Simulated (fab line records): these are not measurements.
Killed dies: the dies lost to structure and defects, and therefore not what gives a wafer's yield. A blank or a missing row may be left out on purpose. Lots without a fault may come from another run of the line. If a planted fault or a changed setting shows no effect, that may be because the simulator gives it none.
The tool behind it: which one? -- flow ritCmos -- 13 lots, 39 wafers sampled, at 2 steps of a route of 202

WHAT EACH GAUGE READ, for each wafer
The record lacks any reading of a measuring or inspecting step that a usual standard deviation could be used to judge.

WHICH TOOL RAN EACH LOT (tool, then ch and the chambers of the sampled wafers, then the start)
lot,RIT_GATE_DEVELOP_15,RIT_M1_PROBE_99
L212,"lithoTrack-03 ch 0, day 2 22:00","prober-01, day 3 20:29"
L213,"lithoTrack-04 ch 0, day 3 03:00",-
L214,"lithoTrack-02 ch 0, day 3 20:00",-
L217,"lithoTrack-04 ch 0, day 4 09:00","prober-02, day 5 10:56"
L219,"lithoTrack-02 ch 0, day 5 04:00",-
L220,"lithoTrack-04 ch 0, day 5 04:00","prober-01, day 6 08:02"
L223,"lithoTrack-04 ch 0, day 5 14:00","prober-02, day 6 15:55"
L225,"lithoTrack-03 ch 0, day 5 21:00","prober-01, day 6 19:56"
L226,"lithoTrack-02 ch 0, day 6 01:00","prober-01, day 6 23:11"
L229,"lithoTrack-02 ch 0, day 6 10:00",-
L231,"lithoTrack-03 ch 0, day 6 14:00","prober-01, day 7 12:46"
L233,"lithoTrack-02 ch 0, day 7 01:00",-
L234,"lithoTrack-03 ch 0, day 7 04:00",-
- RIT_GATE_DEVELOP_15: develop time 50 s.
- RIT_M1_PROBE_99

WHAT THE TOOLS THEMSELVES READ (means of the sampled wafers that have a number; where no wafer has one, the mark that the record gives instead)
RIT_GATE_DEVELOP_15. Usual: 22.98 C for chillPlateTempC, sd 0.11.
lot,tool,chillPlateTempC (C),flag
L212,lithoTrack-03,23.14,
L213,lithoTrack-04,22.92,
L214,lithoTrack-02,22.96,
L217,lithoTrack-04,23.00,
L219,lithoTrack-02,23.07,
L220,lithoTrack-04,22.99,
L223,lithoTrack-04,22.90,
L225,lithoTrack-03,23.01,
L226,lithoTrack-02,23.08,
L229,lithoTrack-02,22.86,
L231,lithoTrack-03,22.84,
L233,lithoTrack-02,22.91,
L234,lithoTrack-03,22.95,

RIT_M1_PROBE_99. Usual: killedAtContacts 0.1, standard deviation 0.23; killedAtFrontEnd 6.7, standard deviation 2.9; killedDies 6.8, standard deviation 2.9; killedOnRim 1.9, standard deviation 1.4; killedOpen 3.5, standard deviation 2.1; killedShort 3.2, standard deviation 1.9.
lot,tool,killedAtContacts,killedAtFrontEnd,killedDies,killedOnRim,killedOpen,killedShort,flag
L212,prober-01,0.0,7.0,7.0,3.0,3.7,3.3,
L217,prober-02,0.0,264.0,264.0,70.0,3.3,3.3,OFF
L220,prober-01,0.3,263.7,264.0,70.0,5.3,2.7,OFF
L223,prober-02,0.3,263.7,264.0,70.0,4.3,2.0,OFF
L225,prober-01,0.3,7.3,7.7,2.0,5.3,2.3,
L226,prober-01,0.0,5.7,5.7,1.3,2.0,3.7,
L231,prober-01,0.0,8.0,8.0,2.3,3.3,4.7,

THE ANSWER, worked out from the rows above alone
Rule: a lot is off if the mean of its wafers that have a number lies more than 3 standard deviations from the usual mean. Also off: a lot with no number at a reading for which 4 or more lots have one. The other lots that the step has rows for count as sound. The gauges are gone through in route order, then the tools' own readings, and for those a lot's mean is taken as printed above. The first step at which some lot is off is used, and at that step the reading that is off furthest; a lot without a number counts as furthest.
Off: L217, L220, L223, at RIT_M1_PROBE_99 (killedAtFrontEnd). Neither off nor sound, because the step has no rows for them: L213, L214, L219, L229, L233, L234.
A tool fits if, at that step or a process step before it, it ran every lot that is off, and no sound lot after the first of them. One candidate fits, namely lithoTrack-04 at RIT_GATE_DEVELOP_15. It ran no sound lot before its first lot that is off in this sample, so the start can't be narrowed down.

WHAT THE SIMULATOR PUT IN
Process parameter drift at RIT_GATE_DEVELOP_15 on lithoTrack-04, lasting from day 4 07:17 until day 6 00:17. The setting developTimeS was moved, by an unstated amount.
Shown lots that were struck: L217, L220, L223. Same finding as the rule above.
